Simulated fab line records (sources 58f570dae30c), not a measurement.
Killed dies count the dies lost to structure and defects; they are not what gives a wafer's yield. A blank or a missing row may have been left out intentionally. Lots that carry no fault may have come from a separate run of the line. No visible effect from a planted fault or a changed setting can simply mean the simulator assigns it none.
fab line records	flow berkeley_cmos170
record: lots: 5	wafers: 23
route steps=331 shown ZERO@7 NWELL@28 PWELL@42 ACTIVE@65 PFIELD@86 SCREENOX@101 NVT@111 PVT@122 NLDD@167 PSD@178
start_h: hours from the record's opening day to when the first of the lot's shown wafers began	wait_h: hours from the lot's prior step to this one	" unchanged from the row above	L1.1+2: a single row standing in for several wafers	- either no value or no given start	* or withheld: withheld	< > ~ a bound
route shown NAME@n: names a module that has steps shown in the file, with the first one's number in the route	usual: mean/standard deviation of fault-free wafers	same: alike in all rows	chamber/n: place in a boat	sites: readings site by site	_std_site: the standard deviation of these	_edge_site: inner sites' mean taken away from outer sites' mean	radius_mm: how far each site lies from the wafer's centre	mask NAME#n: copy n	behind: the last tool/chamber to shape the wafer	hold: reason for holding the lot/hours on hold/outcome of the hold	device: names the non-switching transistor (n, p or np)	end of line: tests of these same wafers at the route's end	where a step has no rows: the recipe by itself	killed: dies lost to structure and defects at the first sort, not the wafer's yield	map: the dies of a wafer, with x for killed, . for not killed, _ for no die there
set.NAME: the run value of the setting; set.NAME@STEP: its run value at that earlier step	model.NAME: the simulator's own value behind a step, which no gauge read
one table per step and one row per wafer, for lots whose settings were changed on purpose
== steps ==
step: UCB170_ZERO_COAT_01
recipe: resist: KrF	spin_rpm: 1500	resist_thk_nm: 900
lot.wafer	tool	chamber	start_h	wait_h	set.spin_rpm	model.KrF_of_ZERO_COAT_01.thk_nm
L075.1	litho_track-03	0	24.89	0.1	1500	905.4
L075.2	"	0	"	"	1456	915.5
L075.3	"	0	"	"	1500	902.5
L075.5	"	0	"	"	1500	902.3
L075.6	"	0	"	"	1456	914.2
L076.1	litho_track-02	0	29.93	0.1	1442	920.1
L076.2	"	0	"	"	1500	901.4
L076.3	"	0	"	"	1442	921.4
L076.4	"	0	"	"	1442	917.8
L076.5	"	0	"	"	1500	900.7
L077.1	litho_track-03	0	38.36	0.1	1500	898.2
L077.2	"	0	"	"	1500	898.9
L077.3	"	0	"	"	1500	897.6
L082.2	litho_track-02	0	58.46	0.1	1500	900.9
L082.3	"	0	"	"	1500	900.6
L082.4	"	0	"	"	1500	904.1
L082.5	"	0	"	"	1500	901.9
L082.6	"	0	"	"	1500	901.7
L083.1	litho_track-02	0	67.36	0.1	1464	909.3
L083.2	"	0	"	"	1500	898.1
L083.3	"	0	"	"	1500	897.3
L083.4	"	0	"	"	1464	909.5
L083.6	"	0	"	"	1500	897.7
step: UCB170_ZERO_EXPOSE_03
recipe: mask_id: PM_MARKS	na: 0.5	sigma_outer: 0.6	source_shape: conventional	target_cd_nm: 4000	dose_mj: 30
lot.wafer	tool	chamber	start_h	wait_h	mask	set.dose_mj
L075.1+2+3+5+6	krf_scanner-02	0	25.19	0.1	PM_MARKS#0	30
L076.1+5	krf_scanner-02	0	30.23	0.1	PM_MARKS#0	30
L076.2+3+4	"	0	"	"	PM_MARKS#0	30.91
L077.1+2+3	krf_scanner-02	0	38.66	0.1	PM_MARKS#0	30
L082.2+3	krf_scanner-02	0	58.76	0.1	PM_MARKS#0	30
L082.4+5+6	"	0	"	"	PM_MARKS#0	30.71
L083.1+2+6	krf_scanner-02	0	67.66	0.1	PM_MARKS#0	28.99
L083.3+4	"	0	"	"	PM_MARKS#0	30
step: UCB170_ZERO_PEB_04
recipe: peb_temp_c: 130	peb_time_s: withheld	resist: KrF
step: UCB170_ZERO_DEVELOP_05
recipe: developer: TMAH	develop_time_s: 45	resist: KrF	dev_temp_c: 21
step: UCB170_ZERO_ETCH_06
recipe: chemistry: CHF3/CF4/Ar	target: SiO2	time_s: 12	pressure_mtorr: 100	rf_w: 500	CHF3_flow_sccm: 50	cf4_flow_sccm: 10	Ar_flow_sccm: 120	over_etch_frac: 1.58
step: UCB170_ZERO_STRIP_07
recipe: chemistry: O2	power_w: 400	pressure_mtorr: 3500	platen_temp_c: withheld	o2_flow_sccm: 400	overash_fraction: 0.5
usual: strip_time_to_endpoint_s: 21.48/0.079
lot.wafer	tool	chamber	start_h	wait_h	set.spin_rpm@ZERO_COAT_01	strip_time_to_endpoint_s
L075.1	plasma_asher-03	1	25.63	0.0	1500	21.62
L075.2	"	0	"	"	1456	21.85
L075.3	"	0	"	"	1500	21.54
L075.5	"	1	"	"	1500	21.53
L075.6	"	0	"	"	1456	21.83
L076.1	plasma_asher-04	1	30.65	0.0	1442	21.94
L076.2	"	0	"	"	1500	21.52
L076.3	"	1	"	"	1442	21.97
L076.4	"	0	"	"	1442	21.90
L076.5	"	0	"	"	1500	21.51
L077.1	plasma_asher-03	0	39.36	0.0	1500	21.43
L077.2	"	1	"	"	1500	21.45
L077.3	"	0	"	"	1500	21.42
L082.2	plasma_asher-04	1	59.49	0.0	1500	21.50
L082.3	"	1	"	"	1500	21.48
L082.4	"	0	"	"	1500	21.58
L082.5	"	0	"	"	1500	21.51
L082.6	"	1	"	"	1500	21.50
L083.1	plasma_asher-02	1	68.08	0.0	1464	21.70
L083.2	"	0	"	"	1500	21.42
L083.3	"	1	"	"	1500	21.43
L083.4	"	0	"	"	1464	21.71
L083.6	"	1	"	"	1500	21.42
step: UCB170_NWELL_IMPLANT_14
recipe: species: P	dose_cm2: 1e+13	energy_kev: 150	tilt_deg: 7
lot.wafer	tool	chamber	start_h	wait_h	set.energy_kev	model.implant.rp_nm	model.implant.drp_nm
L075.1+2+3	implanter-01	0	39.72	0.1	144.1	186.8	60.79
L075.5+6	"	0	"	"	150	194.8	62.72
L076.1+4+5	implanter-03	0	43.87	0.1	150	190.5	62.72
L076.2+3	"	0	"	"	156.1	198.6	64.63
L077.1+2+3	implanter-03	0	52.72	0.1	150	185.9	62.72
L082.2+3+6	implanter-04	0	75.98	0.1	150	183.9	62.72
L082.4+5	"	0	"	"	153.6	188.5	63.86
L083.1+2+4	implanter-01	0	81.45	0.1	150	179.3	62.72
L083.3+6	"	0	"	"	146.5	174.9	61.58
step: UCB170_PWELL_COAT_08
recipe: resist: KrF	spin_rpm: 1500	resist_thk_nm: 900
lot.wafer	tool	chamber	start_h	wait_h	set.resist_thk_nm	model.KrF_of_PWELL_COAT_08.thk_nm
L076.1	litho_track-03	0	58.44	0.1	863.8	865.7
L076.2	"	0	"	"	900	901.1
L076.3	"	0	"	"	863.8	865.6
L076.4	"	0	"	"	900	902.5
L076.5	"	0	"	"	900	900.2
L075.1	litho_track-04	0	58.52	0.1	900	901.1
L075.2	"	0	"	"	854.2	856.5
L075.3	"	0	"	"	854.2	855.7
L075.5	"	0	"	"	900	899.8
L075.6	"	0	"	"	900	903
L077.1	litho_track-04	0	69.88	0.1	900	906.8
L077.2	"	0	"	"	900	906.1
L077.3	"	0	"	"	900	903.6
L082.2	litho_track-04	0	90.06	0.1	900	902
L082.3	"	0	"	"	900	903.4
L082.4	"	0	"	"	900	900.6
L082.5	"	0	"	"	900	903
L082.6	"	0	"	"	900	901.4
L083.1	litho_track-03	0	98.90	0.1	900	899.9
L083.2	"	0	"	"	900	898.8
L083.3	"	0	"	"	900	898.3
L083.4	"	0	"	"	933.3	931.5
L083.6	"	0	"	"	933.3	929.9
step: UCB170_PWELL_SOFTBAKE_09
recipe: resist: KrF	temp_c: 130	time_s: 60
step: UCB170_PWELL_EXPOSE_10
recipe: mask_id: PWELL	target_cd_nm: 3000	na: 0.5	sigma_outer: 0.6	source_shape: conventional	dose_mj: 19
step: UCB170_PWELL_DEVELOP_12
recipe: developer: TMAH	develop_time_s: 45	resist: KrF	dev_temp_c: 21
step: UCB170_PWELL_ETCH_14
recipe: chemistry: CH3F/Ar/O2	target: Si3N4	stop_on: SiO2	CH3F_flow_sccm: 20	Ar_flow_sccm: 50	O2_flow_sccm: 7	pressure_mtorr: 50	rf_w: 450	target_depth_a: 2420	over_etch_frac: 0.1	time_s: 151
lot.wafer	tool	chamber	start_h	wait_h	set.resist_thk_nm@PWELL_COAT_08	model.KrF_of_PWELL_COAT_08.thk_nm
L076.1	rie_diel-02	0	59.68	0.0	863.8	689.7
L076.2	"	2	"	"	900	726
L076.3	"	1	"	"	863.8	689
L076.4	"	3	"	"	900	727.7
L076.5	"	2	"	"	900	726.7
L075.1	rie_diel-03	3	59.95	0.0	900	724.5
L075.2	"	2	"	"	854.2	679.4
L075.3	"	1	"	"	854.2	679
L075.5	"	1	"	"	900	724.3
L075.6	"	0	"	"	900	725.7
L077.1	rie_diel-01	0	71.02	0.0	900	731.7
L077.2	"	2	"	"	900	731.6
L077.3	"	1	"	"	900	730.2
L082.2	rie_diel-02	0	90.81	0.0	900	726.2
L082.3	"	1	"	"	900	727.8
L082.4	"	1	"	"	900	724.2
L082.5	"	3	"	"	900	728.5
L082.6	"	0	"	"	900	725.7
L083.1	rie_diel-03	3	100.31	0.0	900	726.5
L083.2	"	0	"	"	900	723
L083.3	"	1	"	"	900	721.9
L083.4	"	2	"	"	933.3	756.1
L083.6	"	3	"	"	933.3	756.9
step: UCB170_PWELL_IMPLANT_15
recipe: species: B	dose_cm2: 5e+12	energy_kev: 60	tilt_deg: 7
lot.wafer	tool	chamber	start_h	wait_h	set.dose_cm2
L076.1+2+3+4+5	implanter-02	0	59.78	0.1	5e+12
L075.1+2+3+5+6	implanter-03	0	60.05	0.1	5e+12
L077.1+2+3	implanter-03	0	71.12	0.1	5e+12
L082.2+3+4+5+6	implanter-03	0	90.94	0.1	5e+12
L083.1+3+4	implanter-03	0	100.41	0.1	5.248e+12
L083.2+6	"	0	"	"	5e+12
step: UCB170_PWELL_STRIP_16
recipe: chemistry: O2	power_w: 400	pressure_mtorr: 3500	platen_temp_c: withheld	o2_flow_sccm: 400	overash_fraction: 0.5
usual: strip_time_to_endpoint_s: 18.11/0.078
lot.wafer	tool	chamber	start_h	wait_h	set.resist_thk_nm@PWELL_COAT_08	strip_time_to_endpoint_s
L076.1	plasma_asher-02	1	59.93	0.1	863.8	17.26
L076.2	"	0	"	"	900	18.13
L076.3	"	1	"	"	863.8	17.23
L076.4	"	0	"	"	900	18.17
L076.5	"	1	"	"	900	18.15
L075.1	plasma_asher-01	0	60.20	0.1	900	18.09
L075.2	"	1	"	"	854.2	17.00
L075.3	"	0	"	"	854.2	16.99
L075.5	"	0	"	"	900	18.08
L075.6	"	1	"	"	900	18.11
L077.1	plasma_asher-02	0	71.27	0.1	900	18.26
L077.2	"	1	"	"	900	18.25
L077.3	"	1	"	"	900	18.22
L082.2	plasma_asher-03	1	91.06	0.1	900	18.13
L082.3	"	0	"	"	900	18.17
L082.4	"	1	"	"	900	18.07
L082.5	"	0	"	"	900	18.18
L082.6	"	1	"	"	900	18.12
L083.1	plasma_asher-02	1	100.56	0.1	900	18.13
L083.2	"	0	"	"	900	18.05
L083.3	"	0	"	"	900	18.02
L083.4	"	1	"	"	933.3	18.85
L083.6	"	0	"	"	933.3	18.86
step: UCB170_ACTIVE_CVD_05
recipe: material: Si3N4	target_thk_nm: 220	temp_c: 800	precursor: SiH2Cl2/NH3	time_s: 3300	pressure_mtorr: 200	sih2cl2_flow_sccm: 25	nh3_flow_sccm: 75
lot.wafer	tool	chamber	start_h	wait_h	set.temp_c	model.Si3N4_of_ACTIVE_CVD_05.thk_nm
L075.1	-	-	-	0.0	792.2	190.5
L075.2	"	-	"	"	792.2	190.7
L075.3	"	-	"	"	792.2	189.9
L075.5	"	-	"	"	792.2	190.3
L075.6	"	-	"	"	792.2	190
L076.1	-	-	-	0.0	784.9	165.6
L076.2	"	-	"	"	784.9	167.8
L076.3+4	"	-	"	"	784.9	166
L076.5	"	-	"	"	784.9	167.1
L077.1	lpcvd-02	0	98.69	2.3	800	219.1
L077.2	"	0	"	"	800	219.3
L077.3	"	0	"	"	800	218.6
L082.2	-	-	-	0.3	823.8	336
L082.3	"	-	"	"	823.8	335.1
L082.4	"	-	"	"	823.8	335.4
L082.5	"	-	"	"	823.8	336.2
L082.6	"	-	"	"	823.8	335.6
L083.1	-	-	-	0.0	800	225.1
L083.2	"	-	"	"	800	225.7
L083.3	"	-	"	"	800	226.3
L083.4	"	-	"	"	800	225.3
L083.6	"	-	"	"	800	226.2
step: UCB170_ACTIVE_THK_MEAS_06
recipe: reads: Si3N4_of_ACTIVE_CVD_05
usual: ACTIVE_NITRIDE_THK: 221.7/2.4
lot.wafer	tool	chamber	start_h	wait_h	set.temp_c@ACTIVE_CVD_05	ACTIVE_NITRIDE_THK[nm]
L075.1	film_metro-02	-	-	-	792.2	190.4
L075.2	"	-	"	"	792.2	190.7
L075.3	"	-	"	"	792.2	189.8
L075.5	"	-	"	"	792.2	190.1
L075.6	"	-	"	"	792.2	190.1
L076.1	film_metro-03	-	-	-	784.9	165.7
L076.2	"	-	"	"	784.9	167.7
L076.3	"	-	"	"	784.9	166.2
L076.4	"	-	"	"	784.9	166.0
L076.5	"	-	"	"	784.9	166.9
L077.1	film_metro-03	-	100.61	0.0	800	219.0
L077.2	"	-	"	"	800	219.2
L077.3	"	-	"	"	800	218.5
L082.2	film_metro-03	-	-	-	823.8	335.6
L082.3	"	-	"	"	823.8	335.2
L082.4	"	-	"	"	823.8	335.1
L082.5	"	-	"	"	823.8	336.3
L082.6	"	-	"	"	823.8	335.6
L083.1	film_metro-02	-	-	-	800	225.3
L083.2	"	-	"	"	800	225.7
L083.3	"	-	"	"	800	226.4
L083.4	"	-	"	"	800	225.3
L083.6	"	-	"	"	800	226.1
step: UCB170_PFIELD_IMPLANT_07
recipe: species: B	dose_cm2: 2e+13	energy_kev: 80	tilt_deg: 7
lot.wafer	tool	chamber	start_h	wait_h	set.dose_cm2
L076.1+3+4	implanter-02	0	88.53	0.0	1.855e+13
L076.2+5	"	0	"	"	2e+13
L075.1+5	implanter-02	0	88.80	0.0	1.95e+13
L075.2+3+6	"	0	"	"	2e+13
L077.1+2+3	implanter-02	0	103.91	0.0	2e+13
L082.2+6	implanter-02	0	119.42	0.0	2e+13
L082.3+4+5	"	0	"	"	2.108e+13
L083.1+2	implanter-02	0	132.20	0.0	1.87e+13
L083.3+4+6	"	0	"	"	2e+13
step: UCB170_PFIELD_STRIP_08
recipe: chemistry: O2	power_w: 400	pressure_mtorr: 3500	platen_temp_c: withheld	o2_flow_sccm: 400	overash_fraction: 0.5
step: UCB170_PFIELD_TW_MEAS_09
usual: PFIELD_TW: 598/4.8
lot.wafer	tool	chamber	start_h	wait_h	set.dose_cm2@PFIELD_IMPLANT_07	PFIELD_TW
L076.1	film_metro-03	-	88.78	0.1	1.855e+13	577
L076.2	"	-	"	"	2e+13	594
L076.3	"	-	"	"	1.855e+13	578
L076.4	"	-	"	"	1.855e+13	578
L076.5	"	-	"	"	2e+13	592
L075.1	film_metro-02	-	89.05	0.1	1.95e+13	599
L075.2	"	-	"	"	2e+13	599
L075.3	"	-	"	"	2e+13	604
L075.5	"	-	"	"	1.95e+13	596
L075.6	"	-	"	"	2e+13	602
L077.1	film_metro-01	-	104.16	0.1	2e+13	603
L077.2	"	-	"	"	2e+13	607
L077.3	"	-	"	"	2e+13	607
L082.2	film_metro-01	-	119.65	0.1	2e+13	605
L082.3	"	-	"	"	2.108e+13	616
L082.4	"	-	"	"	2.108e+13	617
L082.5	"	-	"	"	2.108e+13	617
L082.6	"	-	"	"	2e+13	607
L083.1	film_metro-02	-	132.45	0.1	1.87e+13	582
L083.2	"	-	"	"	1.87e+13	583
L083.3	"	-	"	"	2e+13	596
L083.4	"	-	"	"	2e+13	594
L083.6	"	-	"	"	2e+13	596
step: UCB170_SCREENOX_OXIDATION_01
recipe: temp_c: 900	ambient: O2	target_thk_a: 144	ox_time_s: 2400
lot.wafer	tool	chamber	start_h	wait_h	set.ox_time_s	model.SiO2_of_SCREENOX_OXIDATION_01.thk_nm
L075.1	-	-	-	2.7	2400	14.38
L075.2	"	-	"	"	2400	14.35
L075.3	"	-	"	"	2400	14.29
L075.5	"	-	"	"	2400	14.46
L075.6	"	-	"	"	2400	14.18
L076.1	-	-	-	2.7	2193	13.47
L076.2	"	-	"	"	2193	13.59
L076.3	"	-	"	"	2193	13.7
L076.4	"	-	"	"	2193	13.64
L076.5	"	-	"	"	2193	13.9
L077.1	furnace-01	0	121.44	1.9	2400	14.56
L077.2	"	0	"	"	2400	14.57
L077.3	"	0	"	"	2400	14.63
L082.2	-	-	-	3.8	2307	14.06
L082.3+4	"	-	"	"	2307	13.86
L082.5	"	-	"	"	2307	14.25
L082.6	"	-	"	"	2307	13.99
L083.1	-	-	-	1.8	2232	13.53
L083.2	"	-	"	"	2232	13.21
L083.3	"	-	"	"	2232	13.24
L083.4	"	-	"	"	2232	13.57
L083.6	"	-	"	"	2232	13.51
step: UCB170_NVT_IMPLANT_07
recipe: species: BF2	dose_cm2: 3e+12	energy_kev: 50	tilt_deg: 7
lot.wafer	tool	chamber	start_h	wait_h	set.energy_kev	model.implant.rp_nm	model.implant.drp_nm
L075.1+3	implanter-04	0	116.74	0.0	50	37.25	18.57
L075.2+5+6	"	0	"	"	52.55	39.13	19.25
L076.1+2+4	implanter-02	0	116.74	0.0	48.49	36.94	18.17
L076.3+5	"	0	"	"	50	38.08	18.57
L077.1+2+3	implanter-04	0	129.16	0.0	50	37.13	18.57
L082.2+5	implanter-02	0	147.83	0.0	50	36.28	18.57
L082.3+4+6	"	0	"	"	48.42	35.15	18.15
L083.1+2+3+4+6	implanter-01	0	159.13	0.0	50	37.53	18.57
step: UCB170_PVT_IMPLANT_07
recipe: species: P	dose_cm2: 2e+12	energy_kev: 30	tilt_deg: 7
lot.wafer	tool	chamber	start_h	wait_h	set.energy_kev	model.implant.rp_nm	model.implant.drp_nm
L075.1+6	implanter-01	0	119.29	0.0	28.29	35.06	15.99
L075.2+3+5	"	0	"	"	30	36.48	16.56
L076.1+3+5	implanter-03	0	119.56	0.0	30	35.69	16.56
L076.2+4	"	0	"	"	28.56	34.52	16.08
L077.1+2+3	implanter-03	0	131.47	0.0	30	37.85	16.56
L082.2+3+4	implanter-04	0	149.52	0.0	30.5	36.97	16.79
L082.5+6	"	0	"	"	30	36.4	16.56
L083.1+3	implanter-04	0	160.93	0.0	30	37.32	16.56
L083.2+4+6	"	0	"	"	31.49	39.08	17.25
step: UCB170_NLDD_IMPLANT_09
recipe: species: As	dose_cm2: 5e+13	energy_kev: 30	tilt_deg: 7	rotation_deg: 180
lot.wafer	tool	chamber	start_h	wait_h	set.dose_cm2
L076.1+2	implanter-02	0	136.29	0.1	4.633e+13
L076.3+4+5	"	0	"	"	5e+13
L075.1+2+3+5+6	implanter-03	0	137.18	0.1	5e+13
L077.1+2+3	implanter-01	0	149.05	0.1	5e+13
L082.2+3+4+5+6	implanter-02	0	166.60	0.1	5e+13
L083.1+3+4	implanter-02	0	175.01	0.1	5e+13
L083.2+6	"	0	"	"	5.154e+13
step: UCB170_PSD_EXPOSE_03
recipe: mask_id: PSELECT_MOD	na: 0.5	sigma_outer: 0.6	source_shape: conventional	target_cd_nm: 1200	dose_mj: 30
lot.wafer	tool	chamber	start_h	wait_h	mask	set.dose_mj
L076.1+3+5	krf_scanner-02	0	142.66	0.1	PSELECT_MOD#0	28.38
L076.2+4	"	0	"	"	PSELECT_MOD#0	30
L075.1+2+6	krf_scanner-01	0	142.90	0.4	PSELECT_MOD#0	30
L075.3+5	"	0	"	"	PSELECT_MOD#0	28.06
L077.1+2+3	krf_scanner-01	0	152.53	0.1	PSELECT_MOD#0	30
L082.2+4+6	krf_scanner-01	0	170.49	0.2	PSELECT_MOD#0	30
L082.3+5	"	0	"	"	PSELECT_MOD#0	28.12
L083.1+4+6	krf_scanner-01	0	180.88	0.2	PSELECT_MOD#0	28.76
L083.2+3	"	0	"	"	PSELECT_MOD#0	30
step: UCB170_PSD_PEB_04
recipe: peb_temp_c: 130	peb_time_s: withheld	resist: KrF
step: UCB170_PSD_DEVELOP_05
recipe: developer: TMAH	develop_time_s: 45	resist: KrF	dev_temp_c: 21
step: UCB170_PSD_CD_MEAS_06
recipe: target_cd_nm: 1200
usual: cd_nm: 1199.1/1.4
lot.wafer	tool	chamber	start_h	wait_h	set.dose_mj@PSD_EXPOSE_03	cd_nm
L076.1	cd_sem-01	-	143.11	-	28.38	1191.6
L076.2	"	-	"	"	30	1202.5
L076.3	"	-	"	"	28.38	1191.2
L076.4	"	-	"	"	30	1200.2
L076.5	"	-	"	"	28.38	1190.8
L075.1	cd_sem-02	-	143.39	-	30	1197.4
L075.2	"	-	"	"	30	1199.3
L075.3	"	-	"	"	28.06	1186.7
L075.5	"	-	"	"	28.06	1186.6
L075.6	"	-	"	"	30	1198.4
L077.1	cd_sem-01	-	153.25	-	30	1197.9
L077.2	"	-	"	"	30	1198.3
L077.3	"	-	"	"	30	1198.4
L082.2	cd_sem-02	-	170.88	-	30	1198.7
L082.3	"	-	"	"	28.12	1185.2
L082.4	"	-	"	"	30	1199.2
L082.5	"	-	"	"	28.12	1186.0
L082.6	"	-	"	"	30	1198.6
L083.1	cd_sem-02	-	181.59	-	28.76	1190.4
L083.2	"	-	"	"	30	1198.8
L083.3	"	-	"	"	30	1198.0
L083.4	"	-	"	"	28.76	1191.5
L083.6	"	-	"	"	28.76	1191.3
== key ==
split: step: UCB170_ZERO_COAT_01	setting: spin_rpm	stated: 1500	by: wafer
response: step: UCB170_ZERO_COAT_01	reading: model.KrF_of_ZERO_COAT_01.thk_nm	change: -4.57	per: 1%	r: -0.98
response: step: UCB170_ZERO_STRIP_07	reading: strip_time_to_endpoint_s	change: *	per: 1%	r: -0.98
split: step: UCB170_ZERO_EXPOSE_03	setting: dose_mj	stated: 30	by: wafer
response none clear
split: step: UCB170_NWELL_IMPLANT_14	setting: energy_kev	stated: 150	by: wafer
response: step: UCB170_NWELL_IMPLANT_14	reading: model.implant.rp_nm	change: +1.98	per: 1%	r: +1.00
response: step: UCB170_NWELL_IMPLANT_14	reading: model.implant.drp_nm	change: +0.48	per: 1%	r: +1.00
split: step: UCB170_PWELL_COAT_08	setting: resist_thk_nm	stated: 900	by: wafer
response: step: UCB170_PWELL_COAT_08	reading: model.KrF_of_PWELL_COAT_08.thk_nm	change: +8.8	per: 1%	r: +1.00
response: step: UCB170_PWELL_ETCH_14	reading: model.KrF_of_PWELL_COAT_08.thk_nm	change: +9.03	per: 1%	r: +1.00
response: step: UCB170_PWELL_STRIP_16	reading: strip_time_to_endpoint_s	change: *	per: 1%	r: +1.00
split: step: UCB170_PWELL_IMPLANT_15	setting: dose_cm2	stated: 5e+12	by: wafer
response none clear
split: step: UCB170_ACTIVE_CVD_05	setting: temp_c	stated: 800	by: lot
response: step: UCB170_ACTIVE_CVD_05	reading: model.Si3N4_of_ACTIVE_CVD_05.thk_nm	change: +35.4	per: 1%	r: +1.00
response: step: UCB170_ACTIVE_THK_MEAS_06	reading: ACTIVE_NITRIDE_THK	change: +35.4	per: 1%	r: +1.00
split: step: UCB170_PFIELD_IMPLANT_07	setting: dose_cm2	stated: 2e+13	by: wafer
response: step: UCB170_PFIELD_TW_MEAS_09	reading: PFIELD_TW	change: +2.01	per: 1%	r: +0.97
split: step: UCB170_SCREENOX_OXIDATION_01	setting: ox_time_s	stated: 2400	by: lot
response: step: UCB170_SCREENOX_OXIDATION_01	reading: model.SiO2_of_SCREENOX_OXIDATION_01.thk_nm	change: +0.108	per: 1%	r: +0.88
split: step: UCB170_NVT_IMPLANT_07	setting: energy_kev	stated: 50	by: wafer
response: step: UCB170_NVT_IMPLANT_07	reading: model.implant.rp_nm	change: +0.368	per: 1%	r: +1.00
response: step: UCB170_NVT_IMPLANT_07	reading: model.implant.drp_nm	change: +0.134	per: 1%	r: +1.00
split: step: UCB170_PVT_IMPLANT_07	setting: energy_kev	stated: 30	by: wafer
response: step: UCB170_PVT_IMPLANT_07	reading: model.implant.rp_nm	change: +0.282	per: 1%	r: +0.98
response: step: UCB170_PVT_IMPLANT_07	reading: model.implant.drp_nm	change: +0.113	per: 1%	r: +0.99
split: step: UCB170_NLDD_IMPLANT_09	setting: dose_cm2	stated: 5e+13	by: wafer
response none in this file
split: step: UCB170_PSD_EXPOSE_03	setting: dose_mj	stated: 30	by: wafer
response: step: UCB170_PSD_CD_MEAS_06	reading: cd_nm	change: +1.91	per: 1%	r: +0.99
